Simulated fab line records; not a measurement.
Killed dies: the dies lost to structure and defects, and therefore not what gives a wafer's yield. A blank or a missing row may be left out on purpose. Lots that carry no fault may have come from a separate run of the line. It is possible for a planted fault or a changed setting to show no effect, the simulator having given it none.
Which tool did it? -- flow berkeley cmos170 -- Sampling: 15 lots, 45 wafers, 2 of 331 route steps

== WHAT EACH GAUGE READ, for each wafer ==
UCB170_NWELL_TW_MEAS_16.
lot,measured,on,NWELL_TW
L925,day 3 01:46,film metro-01,1242 1247 1244
L927,day 3 01:54,film metro-02,1245 1247 1239
L926,day 3 02:17,film metro-01,1246 1242 1243
L928,day 3 08:47,film metro-04,1268 1269 1264
L929,day 3 18:47,film metro-04,1267 1259 1264
L931,day 4 00:36,film metro-01,1251 1251 1250
L932,day 4 01:05,film metro-02,1245 1243 1236
L935,day 4 16:05,film metro-01,1254 1245 1247
L940,day 5 22:47,film metro-01,1244 1247 1247
L941,day 6 04:19,film metro-04,1258 1261 1262
L942,day 6 09:31,film metro-04,1262 1254 1262
L944,day 6 19:31,film metro-04,1263 1265 1261
L945,day 6 20:01,film metro-02,1238 1242 1234
L947,day 7 06:31,film metro-01,1244 1240 1238
L946,day 7 07:00,film metro-01,1240 1243 1242

UCB170_ACTIVE_THK_MEAS_03.
lot,measured,on,ACTIVE_OXIDE_THK (nm)
L925,day 4 20:05,film metro-04,27.3 26.6 26.7
L927,day 4 20:05,film metro-01,26.7 27.0 27.0
L926,day 4 20:04,film metro-03,26.3 26.5 26.4
L928,day 5 02:22,film metro-04,25.3 25.4 25.7
L929,day 5 13:26,film metro-03,26.3 25.9 26.3
L931,day 5 23:23,film metro-01,26.8 27.0 27.1
L932,day 5 23:23,film metro-03,27.0 27.2 27.0
L935,day 6 14:25,film metro-01,26.6 26.4 26.8
L940,day 7 21:39,film metro-03,26.4 26.2 25.8
L941,day 7 21:39,film metro-04,26.7 26.5 26.3
L942,day 8 04:31,film metro-04,26.9 27.0 27.0
L944,day 8 15:04,film metro-03,26.0 25.8 25.7
L945,day 8 15:02,film metro-01,26.4 26.6 25.9
L947,day 9 06:22,film metro-04,26.2 25.9 26.9
L946,day 9 06:19,film metro-01,26.0 26.1 25.7

== WHICH TOOL RAN EACH LOT (tool, then ch and the chambers of the sampled wafers, then the start) ==
The record shows no process step preceding these readings.

== AS READ BY THE TOOLS THEMSELVES (means over the sampled wafers that have a number; for cases with no such wafer, the mark the record gives instead) ==
The record holds no such reading with a usual standard deviation.

== THE ANSWER, worked out from the rows above alone ==
Rule: the usual values come from the lots themselves. Put in order of their means at a reading, lots are off if they are a third of the lots or fewer, leave a main group of 4 or more, and stand apart from it by a gap of 3 or more times the standard deviation of the main group's means; of several such gaps the widest counts. The tables above print the reading to a certain number of digits; a main group whose means all agree to those digits is not used. A lot without any number at a reading at which 4 lots or more have one is off too. Any other lot the step has rows for is counted as sound. The gauges are gone through in route order, then the tools' own readings, and for those a lot's mean is taken as printed above. The first step at which some lot is off is used, and at that step the reading that is off furthest; a lot without a number counts as furthest.
Across all readings shown, no lot is off: no conclusion can be drawn from this.

== WHAT THE SIMULATOR HAD PUT IN ==
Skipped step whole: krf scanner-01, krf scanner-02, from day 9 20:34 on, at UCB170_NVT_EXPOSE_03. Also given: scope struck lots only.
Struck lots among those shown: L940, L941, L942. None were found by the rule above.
